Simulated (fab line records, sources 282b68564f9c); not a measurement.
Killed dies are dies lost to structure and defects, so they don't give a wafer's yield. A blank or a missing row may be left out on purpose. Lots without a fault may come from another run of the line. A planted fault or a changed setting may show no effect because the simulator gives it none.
Split-lot experiment | flow rit_cmos | 5 lots, 23 wafers read, on a route of 202 steps

THE SPLIT
At RIT_REOX_OXIDATION_03 (target thk 25.2 nm, ox time 5580 s), the setting temp_c was moved away from the recipe's 900 C on 10 of the 23 wafers read, by +1.0% to +2.9%. The other wafers ran this setting at the recipe's value.

The file shows no step between the split and the reading.

THE READING
REOX_OXIDE_THK, in nm, at RIT_REOX_THK_MEAS_04. Fault-free wafers of this fab line usually give 25.29 nm, standard deviation 0.27 nm.

wafer  | tool, chamber at the split | temp_c as run, C | against the recipe | REOX_OXIDE_THK, nm | against lot-mates on the recipe
L074.2 | -, -                       | 908.6            | +1.0%              | 27.85              | no lot-mate on the recipe
L074.3 | -, -                       | 908.6            | +1.0%              | 27.83              | no lot-mate on the recipe
L074.4 | -, -                       | 908.6            | +1.0%              | 27.30              | no lot-mate on the recipe
L074.5 | -, -                       | 908.6            | +1.0%              | 27.69              | no lot-mate on the recipe
L074.6 | -, -                       | 908.6            | +1.0%              | 27.42              | no lot-mate on the recipe
L077.3 | furnace-02, 0              | 900              | recipe             | 25.87              | -
L077.4 | furnace-02, 0              | 900              | recipe             | 25.49              | -
L077.5 | furnace-02, 0              | 900              | recipe             | 25.65              | -
L078.1 | -, -                       | 900              | recipe             | 24.92              | -
L078.2 | -, -                       | 900              | recipe             | 25.38              | -
L078.3 | -, -                       | 900              | recipe             | 25.10              | -
L078.5 | -, -                       | 900              | recipe             | 25.05              | -
L078.6 | -, -                       | 900              | recipe             | 24.90              | -
L081.1 | -, -                       | 900              | recipe             | 25.21              | -
L081.3 | -, -                       | 900              | recipe             | 25.24              | -
L081.4 | -, -                       | 900              | recipe             | 24.82              | -
L081.5 | -, -                       | 900              | recipe             | 24.75              | -
L081.6 | -, -                       | 900              | recipe             | 25.30              | -
L084.1 | -, -                       | 926.3            | +2.9%              | 33.00              | no lot-mate on the recipe
L084.2 | -, -                       | 926.3            | +2.9%              | 32.96              | no lot-mate on the recipe
L084.3 | -, -                       | 926.3            | +2.9%              | 32.71              | no lot-mate on the recipe
L084.4 | -, -                       | 926.3            | +2.9%              | 32.68              | no lot-mate on the recipe
L084.6 | -, -                       | 926.3            | +2.9%              | 32.79              | no lot-mate on the recipe

THE FIT
A straight line over all 23 wafers: REOX_OXIDE_THK changes by +2.61 nm for each +1% of temp_c; r = +1.00; the points scatter about the line by 0.28 nm.
Too few moved wafers have a lot-mate on the recipe to fit a line with each lot's own level taken away.

THE WHOLE CHAIN: every reading that the file lists as answering this split, in the file's order
step                  | what it does                       | reading                                                                           | change (the file's fit)              | r (the file's)
RIT_REOX_OXIDATION_03 | target thk 25.2 nm, ox time 5580 s | SiO2_of_REOX_OXIDATION_03.thk_nm (the simulator's own value, which no gauge read) | +2.61 nm for each +1% of the setting | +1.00
RIT_REOX_THK_MEAS_04  |                                    | REOX_OXIDE_THK                                                                    | +2.61 for each +1% of the setting    | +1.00
RIT_M1_PROBE_99       |                                    | etest.pldd.rs_ohm_sq (the simulator's own value, which no gauge read)             | +439 for each +1% of the setting     | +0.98
RIT_M1_PROBE_99       |                                    | etest.pldd.line_ohm_um (the simulator's own value, which no gauge read)           | +140 for each +1% of the setting     | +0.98
RIT_M1_PROBE_99       |                                    | etest.nldd.rs_ohm_sq (the simulator's own value, which no gauge read)             | +74.7 for each +1% of the setting    | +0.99

THE FILE'S OWN FIT
REOX_OXIDE_THK changes by +2.61 nm for each +1% of temp_c, r = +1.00.
